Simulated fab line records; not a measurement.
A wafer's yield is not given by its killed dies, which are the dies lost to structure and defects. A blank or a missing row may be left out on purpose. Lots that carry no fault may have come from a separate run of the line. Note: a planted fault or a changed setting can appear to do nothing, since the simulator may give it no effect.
Comparing a struck lot with a sound one :: flow rit-cmos :: 16 out of 202 route steps
Sound: the wafers L455.1, L455.3, L455.4. Struck: wafers L463.4, L463.6 (left out: L463.5, a lot-mate that was not struck); the cause follows at the end.
Each step with rows lists, per side, the tool, then ch with its chambers, then its first start. Under that, the readings that differ: sound wafers :: struck wafers :: difference of the means :: sigmas: that difference in standard deviations of wafers without a fault.
alike: same words and numbers on both sides, and readings whose means sit less than 2 such deviations apart. not compared: any withheld reading, any reading some wafer has no value for, any bound like >300 that may hide the same value, and any number with overlapping values for which the record gives no deviation.
Wherever a step has rows on one side only, a row that says differs or no value, or a row with sigmas, the two part there. When numbers do not overlap yet have no deviation, they are printed without sigmas and do not part them. A reading missing from all wafers of one side parts the sides only when that side holds two or more wafers.

first, 1 step without rows for these wafers: RIT_PSD_IMPLANT_08.
RIT_PSD_STRIP_09: strips in O2, time 180 s.
  sound on plasma-asher-04 ch 0,1, day 4 08:57; struck on plasma-asher-04 ch 0,1, day 5 20:14
  alike: drypump-motor-current-A, rf-refl-power-W
  not compared: rf-hours-counter-h
RIT_PSD_TW_MEAS_10:
  sound: film-metro-02 at day 4 09:07; struck: film-metro-03 at day 5 20:23
reading: PSD_TW
sound: 3448 3432 3416
struck: 3367 3353
difference: -72
sigmas: -2
then, 3 steps without rows for these wafers: RIT_SDANNEAL_CLEAN_00 (cleans in SC1, time 600 s); RIT_SDANNEAL_CLEAN_01 (cleans in dHF, time 30 s); RIT_SDANNEAL_CLEAN_02 (cleans in SC2, time 600 s).
RIT_SDANNEAL_RTA_03: time 5 s.
  sound on rtp-anneal-01 ch 0, day 4 09:35; struck on rtp-anneal-02 ch 0, day 5 20:48
  alike: wafer_temp_C_max
RIT_SDANNEAL_RS_MEAS_04: uses a four-point probe to measure.
  sound: film-metro-04 at day 4 09:38; struck: film-metro-04 at day 5 20:53
  alike: PSD_RS
RIT_SDANNEAL_RS_MEAS_05: uses a four-point probe to measure.
  sound: film-metro-04 at day 4 09:46; struck: film-metro-04 at day 5 21:01
  alike: NSD_RS
RIT_SDANNEAL_RS_MEAS_06: uses a four-point probe to measure.
  sound: film-metro-04 at day 4 09:53; struck: film-metro-04 at day 5 21:08
  alike: PLDD_RS
RIT_SDANNEAL_RS_MEAS_07: uses a four-point probe to measure.
  sound: film-metro-04 at day 4 10:00; struck: film-metro-04 at day 5 21:15
  alike: NLDD_RS
then, 1 step without rows for these wafers: RIT_SILICIDE_WET_ETCH_00 (etches SiO2 in BOE, target depth 14 nm, time 15 s).
RIT_SILICIDE_SPUTTER_01: material Ti, target thk 30 nm, time 240 s.
  sound: pvd-sputter-03 at day 4 10:08; struck: pvd-sputter-01 at day 5 21:20
reading: model.Ti_of_SILICIDE_SPUTTER_01.thk-nm (nm)
sound: 30.11 30.17 29.98
struck: 29.25 29.33
difference: -0.80
sigmas: 
  alike: throttle-valve-pct
RIT_SILICIDE_RS_MEAS_02: uses a four-point probe to measure.
  sound: film-metro-01 at day 4 10:17; struck: film-metro-02 at day 5 21:32
reading: SILICIDE_TI_RS (ohm/sq)
sound: 47.8 47.5 47.9
struck: 49.4 49.3
difference: +1.6
sigmas: +2
RIT_SILICIDE_THK_MEAS_03: measures by xrf.
  sound: film-metro-01 at day 4 10:25; struck: film-metro-02 at day 5 21:38
  alike: SILICIDE_TI_THK
RIT_M1_PROBE_99:
  sound: prober-02 at day 4 17:02; struck: prober-01 at day 6 04:23
reading: model.etest.npoly-line.rs-ohm-sq
sound: 17.09 17.07 17.1
struck: 17.37 17.33
difference: +0.26
sigmas: 

reading: model.etest.ppoly-line.rs-ohm-sq
sound: 16.59 16.34 16.59
struck: 16.71 16.75
difference: +0.22
sigmas: 

reading: model.etest.npoly-sal.rs-ohm-sq
sound: 4.311 4.314 4.396
struck: 4.463 4.416
difference: +0.099
sigmas: 

reading: model.etest.ppoly-sal.rs-ohm-sq
sound: 4.307 4.264 4.316
struck: 4.403 4.411
difference: +0.111
sigmas: 

reading: model.etest.pplus-sal.rs-ohm-sq
sound: 4.317 4.276 4.346
struck: 4.415 4.375
difference: +0.082
sigmas: 

reading: model.etest.nplus-sal.rs-ohm-sq
sound: 4.292 4.284 4.309
struck: 4.365 4.359
difference: +0.067
sigmas: 

reading: model.etest.pplus-sal.line-ohm-um
sound: 1.232 1.259 1.246
struck: 1.265 1.267
difference: +0.020
sigmas: 

reading: model.etest.nplus-sal.line-ohm-um
sound: 1.256 1.234 1.243
struck: 1.265 1.275
difference: +0.026
sigmas: 
  alike: killed-at-contacts, killed-at-front-end, killed-dies, killed-open, killed-short

## WHERE THEY PART
First at RIT_PSD_TW_MEAS_10; last, within this record, at RIT_SILICIDE_RS_MEAS_02. Later steps at which nothing parts them and some readings are alike: RIT_SILICIDE_THK_MEAS_03, RIT_M1_PROBE_99.

WHY: whatever the simulator had introduced
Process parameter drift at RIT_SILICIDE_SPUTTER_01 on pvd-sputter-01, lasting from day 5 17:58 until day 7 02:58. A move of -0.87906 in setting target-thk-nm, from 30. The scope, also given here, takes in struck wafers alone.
